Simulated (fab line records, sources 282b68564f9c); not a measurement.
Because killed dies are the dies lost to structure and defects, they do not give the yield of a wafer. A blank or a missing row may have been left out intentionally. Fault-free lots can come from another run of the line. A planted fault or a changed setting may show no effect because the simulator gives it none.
Struck lot and sound lot, side by side    flow rit_cmos    23 out of 202 route steps
Sound: the wafers L676.1, L676.2, L676.5. Wafers L685.2, L685.4, L685.6 were the ones struck. The cause is named last.
For every step that has rows: the tool of each side, followed by ch and its chambers, followed by its first start. Under that, the readings that differ: sound wafers    struck wafers    difference of the means    sigmas: that difference in standard deviations of wafers without a fault.
alike: same words and numbers on both sides, and readings whose means sit less than 2 such deviations apart. not compared: any withheld reading, any reading some wafer has no value for, any bound like >300 that may hide the same value, and any number with overlapping values for which the record gives no deviation.
The two part at a step that has a row with sigmas, a row that says differs or no value, or rows on one side only. Non-overlapping numbers with no deviation appear without sigmas and do not part them. A reading missing from all wafers of one side parts the sides only when that side holds two or more wafers.

RIT_SDANNEAL_RS_MEAS_06: measurement is done with a four-point probe.
  sound on film_metro-04 at day 4 00:02; struck on film_metro-04 at day 5 21:31
  alike: PLDD_RS
RIT_SDANNEAL_RS_MEAS_07: measurement is done with a four-point probe.
  sound on film_metro-04 at day 4 00:10; struck on film_metro-04 at day 5 21:38
  alike: NLDD_RS
then, 1 step without rows for these wafers: RIT_SILICIDE_WET_ETCH_00 (etches SiO2 in BOE, target depth 14 nm, time 15 s).
RIT_SILICIDE_SPUTTER_01: material Ti, target thk 30 nm, time 240 s.
  sound on pvd_sputter-04 at day 4 00:18; struck on pvd_sputter-01 at day 5 21:44
  alike: cathode_dc_power_W, throttle_valve_pct
RIT_SILICIDE_RS_MEAS_02: measurement is done with a four-point probe.
  sound on film_metro-03 at day 4 00:27; struck on film_metro-02 at day 5 21:55
  alike: SILICIDE_TI_RS
RIT_SILICIDE_THK_MEAS_03: measures by xrf.
  sound on film_metro-03 at day 4 00:34; struck on film_metro-02 at day 5 22:01
  alike: SILICIDE_TI_THK
RIT_SILICIDE_RTA_04: time 10 s, ramp up 5 s, ramp down 5 s.
  sound on rtp_anneal-02 ch 0, day 4 00:38; struck on rtp_anneal-01 ch 0, day 5 22:05
  alike: wafer_temp_C_max
then, 1 step without rows for these wafers: RIT_SILICIDE_WET_ETCH_05 (etches Ti in SPM, time 120 s).
RIT_SILICIDE_RTA_06: time 10 s, ramp up 5 s, ramp down 10 s.
  sound on rtp_anneal-01 ch 0, day 4 00:44; struck on rtp_anneal-02 ch 0, day 5 22:11
  alike: wafer_temp_C_max
RIT_CONTACT_CVD_00: deposits SiO2 from TEOS, target thk 400 nm, time 61 s.
  sound on pecvd-01 ch 1,2, day 4 00:48; struck on pecvd-01 ch 0,2, day 5 22:15
  alike: heater_power_w
RIT_CONTACT_THK_MEAS_01:
  sound on film_metro-02 at day 4 00:51; struck on film_metro-02 at day 5 22:19
  alike: CONTACT_TEOS_THK
then, 1 step without rows for these wafers: RIT_CONTACT_HMDS_02 (prime time 60 s).
RIT_CONTACT_COAT_03: resist thk 1000 nm.
  sound on litho_track-01 ch 0, day 4 01:07; struck on litho_track-01 ch 0, day 5 22:40
reading                                       sound           struck          difference  sigmas
model.NOVOLAK_of_CONTACT_COAT_03.thk_nm (nm)  1004 1001 1001  1021 1018 1020  +18         
  alike: exhaust_pa, resist_line_temp_C
then, 4 steps without rows for these wafers: RIT_CONTACT_SOFTBAKE_04 (time 60 s); RIT_CONTACT_EXPOSE_05 (exposes mask M11, target cd 1000 nm); RIT_CONTACT_PEB_06; RIT_CONTACT_DEVELOP_07 (develop time 120 s).
RIT_CONTACT_CD_MEAS_08: the cd target is 1000 nm.
  sound on cd_sem-01 at day 4 02:05; struck on cd_sem-02 at day 5 23:52
reading     sound                 struck             difference  sigmas
cd_nm (nm)  1004.4 1002.9 1001.8  998.5 999.8 997.0  -4.6        -2
RIT_CONTACT_OVL_MEAS_09:
  sound on overlay-01 at day 4 02:13; struck on overlay-01 at day 5 23:58
  alike: CONTACT_OVL
then, 1 step without rows for these wafers: RIT_CONTACT_HARDBAKE_10 (time 60 s).
RIT_CONTACT_ETCH_11: etches SiO2 in CHF3/CF4/Ar, stops on TiSi2, target depth 480 nm, time 320 s.
  sound on rie_diel-01 ch 0,1,3, day 4 02:23; struck on rie_diel-01 ch 2,3, day 6 00:25
reading                                       sound            struck           difference  sigmas
model.NOVOLAK_of_CONTACT_COAT_03.thk_nm (nm)  771.6 768.1 769  785.8 783.8 787  +16.0       
  alike: CHF3_flow_sccm, drypump_motor_current_A, oes_product_au, throttle_valve_pct
  not compared: rf_hours_counter_h
RIT_CONTACT_STRIP_12: strips in O2, time 180 s.
  sound on plasma_asher-03 ch 0,1, day 4 02:35; struck on plasma_asher-03 ch 0,1, day 6 00:37
  alike: drypump_motor_current_A
  not compared: rf_hours_counter_h
RIT_M1_PROBE_99:
  sound on prober-01 at day 4 07:30; struck on prober-02 at day 6 05:28
  alike: killed_at_contacts, killed_at_front_end, killed_dies, killed_on_rim, killed_open, killed_short

WHERE THEY PART
At RIT_CONTACT_CD_MEAS_08 and nowhere else, as far as this record goes. Later steps at which nothing parts them and some readings are alike: RIT_CONTACT_OVL_MEAS_09, RIT_CONTACT_ETCH_11, RIT_CONTACT_STRIP_12, RIT_M1_PROBE_99.

WHY: the cause the simulator had injected
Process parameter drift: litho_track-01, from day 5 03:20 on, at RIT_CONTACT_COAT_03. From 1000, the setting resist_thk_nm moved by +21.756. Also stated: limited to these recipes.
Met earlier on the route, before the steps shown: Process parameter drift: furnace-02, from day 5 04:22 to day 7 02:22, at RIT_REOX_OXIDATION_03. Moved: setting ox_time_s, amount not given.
